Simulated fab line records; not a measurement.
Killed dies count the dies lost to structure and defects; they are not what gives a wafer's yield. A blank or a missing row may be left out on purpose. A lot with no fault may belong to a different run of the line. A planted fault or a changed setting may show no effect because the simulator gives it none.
Comparing a struck lot with a sound one	flow rit cmos	36 steps out of a route of 202
Sound: these wafers, L957.1, L957.4, L957.5. The struck wafers were L949.1, L949.3, L949.6. The cause is given at the end.
At each step with rows: each side's tool, then ch and its chambers, then its first start. Under that, the readings that differ: sound wafers	struck wafers	difference of the means	sigmas: that difference in standard deviations of wafers without a fault.
alike: words and numbers the same on both sides, and readings whose means are apart by under 2 such deviations; not compared: readings that were withheld, readings missing a value for some wafer, numbers with overlapping values and no deviation given by the record, and bounds like >300 which may hide the same value.
A row with sigmas, a row that says differs or no value, or rows on one side alone: a step with any of these is where the two part. Non-overlapping numbers with no deviation appear without sigmas and do not part them. Lack of a reading on every wafer of one side parts them only where that side has two or more wafers.

first, 9 steps without rows for these wafers: RIT_ACTIVE_DEVELOP_10 (develop time 50 s); RIT_ACTIVE_HARDBAKE_12 (time 60 s); RIT_ACTIVE_ETCH_13 (etches Si3N4 in SF6, stops on SiO2, time 210 s, target depth 210 nm); RIT_ACTIVE_STRIP_14 (strips in O2, time 180 s); RIT_ACTIVE_CLEAN_15 (cleans in SC1, time 600 s); RIT_ACTIVE_CLEAN_16 (cleans in dHF, time 30 s); RIT_ACTIVE_CLEAN_17 (cleans in SC2, time 600 s); RIT_FOX1_OXIDATION_00 (target thk 350.7 nm, ox time 1130 s); RIT_FOX1_WET_ETCH_02 (etches SiO2 in BOE, target depth 350 nm, time 390 s).
RIT_FOX2_OXIDATION_00: target thk 350.7 nm, ox time 1130 s.
  sound on furnace-02 ch 0, day 5 21:51; struck on furnace-04 ch 0, day 4 05:00
reading	sound	struck	difference	sigmas
ox time s (s)	1130 1130 1130	508.5 508.5 508.5	-621.5	
model.SiO2_of_FOX2_OXIDATION_00.thk nm (nm)	347.5 351.2 353.1	211.7 216.2 211.7	-137.4	
model.Si3N4_of_ACTIVE_CVD_03.thk nm (nm)	130.6 129.5 130.1	131.3 131.7 132.3	+1.7	
RIT_FOX2_THK_MEAS_01:
  sound on film metro-03, day 5 23:10; struck on film metro-03, day 4 06:19
reading	sound	struck	difference	sigmas
FOX2_OXIDE_THK (nm)	348 351 353	212 216 212	-137	-23
RIT_FOX2_CLEAN_02: cleans in dHF, time 180 s.
  sound on wet bench-02 ch 1, day 5 23:13; struck on wet bench-04 ch 0, day 4 06:22
reading	sound	struck	difference	sigmas
model.Si3N4_of_ACTIVE_CVD_03.thk nm (nm)	130.1 129.1 129.6	130.9 131.3 131.9	+1.8	
then, 1 step without rows for these wafers: RIT_FOX2_WET_ETCH_03 (etches Si3N4 in H3PO4, target depth 195 nm, time 2700 s).
RIT_FOX2_THK_MEAS_90:
  sound on film metro-03, day 6 00:06; struck on film metro-04, day 4 07:16
reading	sound	struck	difference	sigmas
FIELD_OXIDE_LEFT_1_THK (nm)	320 324 326	185 189 185	-137	-24
then, 19 steps without rows for these wafers: RIT_NWELL_HMDS_00 (prime time 60 s); RIT_NWELL_COAT_01 (resist thk 1300 nm); RIT_NWELL_SOFTBAKE_02 (time 60 s); RIT_NWELL_EXPOSE_03 (exposes mask M2, target cd 43900 nm); RIT_NWELL_PEB_04; RIT_NWELL_DEVELOP_05 (develop time 68 s); RIT_NWELL_HARDBAKE_07 (time 120 s); RIT_NWELL_IMPLANT_08; RIT_NWELL_STRIP_09 (strips in O2, time 180 s); RIT_PWELL_HMDS_00 (prime time 60 s); RIT_PWELL_COAT_01 (resist thk 1300 nm); RIT_PWELL_SOFTBAKE_02 (time 60 s); RIT_PWELL_EXPOSE_03 (exposes mask M3, target cd 43700 nm); RIT_PWELL_PEB_04; RIT_PWELL_DEVELOP_05 (develop time 68 s); RIT_PWELL_HARDBAKE_07 (time 120 s); RIT_PWELL_IMPLANT_08; RIT_PWELL_STRIP_09 (strips in O2, time 180 s); RIT_WELLDRIVE_ANNEAL_00 (time 14700 s).
RIT_FOX2_THK_MEAS_91:
  sound on film metro-04, day 6 12:38; struck on film metro-04, day 4 19:49
reading	sound	struck	difference	sigmas
FIELD_OXIDE_LEFT_2_THK (nm)	252 256 258	118 122 118	-136	-23
RIT_SILICIDE_WET_ETCH_00: etches SiO2 in BOE, target depth 14 nm, time 15 s.
  sound on wet bench-03 ch 3, day 7 06:29; struck on wet bench-03 ch 0, day 5 15:41
reading	sound	struck	difference	sigmas
model.SiO2_of_FOX2_OXIDATION_00.thk nm (nm)	146.9 151 152.2	12.72 16.37 12.72	-136.10	
RIT_M1_PROBE_99:
  sound on prober-01, day 7 14:35; struck on prober-01, day 5 23:31
reading	sound	struck	difference	sigmas
model.etest.nldd.width nm (nm)	3173 3144 3159	3269 3259 3248	+100	
model.etest.pldd.width nm (nm)	3167 3153 3152	3259 3254 3271	+104	
model.etest.pplus sal.width nm (nm)	3449 3421 3410	3533 3532 3542	+109	
model.etest.nplus sal.width nm (nm)	3412 3404 3424	3519 3532 3514	+108	
model.etest.pwell.rs ohm sq	417.2 419.6 412.9	387.5 387.4 388.7	-28.7	
model.etest.nmos narrow.drive ua um	220.7 221.6 216.7	257.1 251.2 262.1	+37.1	
model.etest.field p metal.vt v (V)	-28.86 -28.77 -28.74	-43.13 -43.11 -43.21	-14.36	
model.etest.field n.vt v (V)	34.38 34.89 35.04	20.27 20.72 20.33	-14.33	
  alike: killed at contacts, killed at front end, killed dies, killed open, killed short

== WHERE THEY PART ==
At RIT_FOX2_THK_MEAS_01 first; at RIT_FOX2_THK_MEAS_91 last (within this record only). Later steps at which nothing parts them and some readings are alike: RIT_M1_PROBE_99.

WHY: what had been put in by the simulator
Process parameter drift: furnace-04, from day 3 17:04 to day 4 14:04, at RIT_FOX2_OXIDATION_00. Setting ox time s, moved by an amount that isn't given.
